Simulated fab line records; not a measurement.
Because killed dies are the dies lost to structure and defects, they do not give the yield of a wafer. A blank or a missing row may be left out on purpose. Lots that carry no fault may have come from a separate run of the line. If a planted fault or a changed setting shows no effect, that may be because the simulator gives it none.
A lot that was struck, set against a sound lot / flow rit cmos / 19 out of 202 route steps
Sound: these wafers, L763.1, L763.2, L763.6. Wafers struck: L768.1, L768.2, L768.5. At the end, the cause is stated.
At each step with rows: each side's tool, then ch and its chambers, then its first start. Under that, the readings that differ: sound wafers / struck wafers / difference of the means / sigmas: that difference in standard deviations of wafers without a fault.
alike: words and numbers the same on both sides, and readings whose means are apart by under 2 such deviations; not compared: readings that were withheld, readings missing a value for some wafer, numbers with overlapping values and no deviation given by the record, and bounds like >300 which may hide the same value.
Wherever a step has rows on one side only, a row that says differs or no value, or a row with sigmas, the two part there. When numbers do not overlap yet have no deviation, they are printed without sigmas and do not part them. Lack of a reading on every wafer of one side parts them only where that side has two or more wafers.

first, 4 steps without rows for these wafers: RIT_PSD_SOFTBAKE_02 (time 60 s); RIT_PSD_EXPOSE_03 (exposes mask M10, target cd 40900 nm); RIT_PSD_PEB_04; RIT_PSD_DEVELOP_05 (develop time 50 s).
RIT_PSD_OVL_MEAS_06:
  sound on overlay-02 at day 3 04:06; struck on overlay-01 at day 4 03:00
  alike: PSD_OVL
then, 2 steps without rows for these wafers: RIT_PSD_HARDBAKE_07 (time 60 s); RIT_PSD_IMPLANT_08.
RIT_PSD_STRIP_09: strips in O2, time 180 s.
  sound on plasma asher-01 ch 0,1, day 3 04:26; struck on plasma asher-03 ch 0,1, day 4 03:20
  alike: drypump motor current A
  not compared: rf hours counter h
RIT_PSD_TW_MEAS_10:
  sound on film metro-04 at day 3 04:37; struck on film metro-04 at day 4 03:31
  alike: PSD_TW
then, 3 steps without rows for these wafers: RIT_SDANNEAL_CLEAN_00 (cleans in SC1, time 600 s); RIT_SDANNEAL_CLEAN_01 (cleans in dHF, time 30 s); RIT_SDANNEAL_CLEAN_02 (cleans in SC2, time 600 s).
RIT_SDANNEAL_RTA_03: time 5 s.
  sound on rtp anneal-02 ch 0, day 3 05:02; struck on rtp anneal-01 ch 0, day 4 03:56
  alike: anneal temp c max, wafer_temp_C_max
RIT_SDANNEAL_RS_MEAS_04: measurement is done with a four-point probe.
  sound on film metro-03 at day 3 05:05; struck on film metro-04 at day 4 04:00
reading=PSD_RS (ohm/sq); sound=116.1 115.9 116.3; struck=72.8 72.6 72.5; difference=-43.5; sigmas=-99 or more
RIT_SDANNEAL_RS_MEAS_05: measurement is done with a four-point probe.
  sound on film metro-03 at day 3 05:13; struck on film metro-04 at day 4 04:07
reading=NSD_RS (ohm/sq); sound=84.65 84.92 84.67; struck=76.79 76.89 77.06; difference=-7.83; sigmas=-31
RIT_SDANNEAL_RS_MEAS_06: measurement is done with a four-point probe.
  sound on film metro-03 at day 3 05:20; struck on film metro-04 at day 4 04:14
reading=PLDD_RS (ohm/sq); sound=178.1 177.8 178.2; struck=140.1 140.3 140.4; difference=-37.8; sigmas=-71
RIT_SDANNEAL_RS_MEAS_07: measurement is done with a four-point probe.
  sound on film metro-03 at day 3 05:27; struck on film metro-04 at day 4 04:22
reading=NLDD_RS (ohm/sq); sound=152.0 151.8 151.6; struck=142.8 142.5 142.2; difference=-9.3; sigmas=-18
then, 1 step without rows for these wafers: RIT_SILICIDE_WET_ETCH_00 (etches SiO2 in BOE, target depth 14 nm, time 15 s).
RIT_M1_PROBE_99:
  sound on prober-02 at day 3 12:40; struck on prober-01 at day 4 11:34
  alike: killed at front end, killed dies, killed open, killed short

== WHERE THEY PART ==
First at RIT_SDANNEAL_RS_MEAS_04; last, within this record, at RIT_SDANNEAL_RS_MEAS_07. Later steps at which nothing parts them and some readings are alike: RIT_M1_PROBE_99.

WHY: what the simulator had put in
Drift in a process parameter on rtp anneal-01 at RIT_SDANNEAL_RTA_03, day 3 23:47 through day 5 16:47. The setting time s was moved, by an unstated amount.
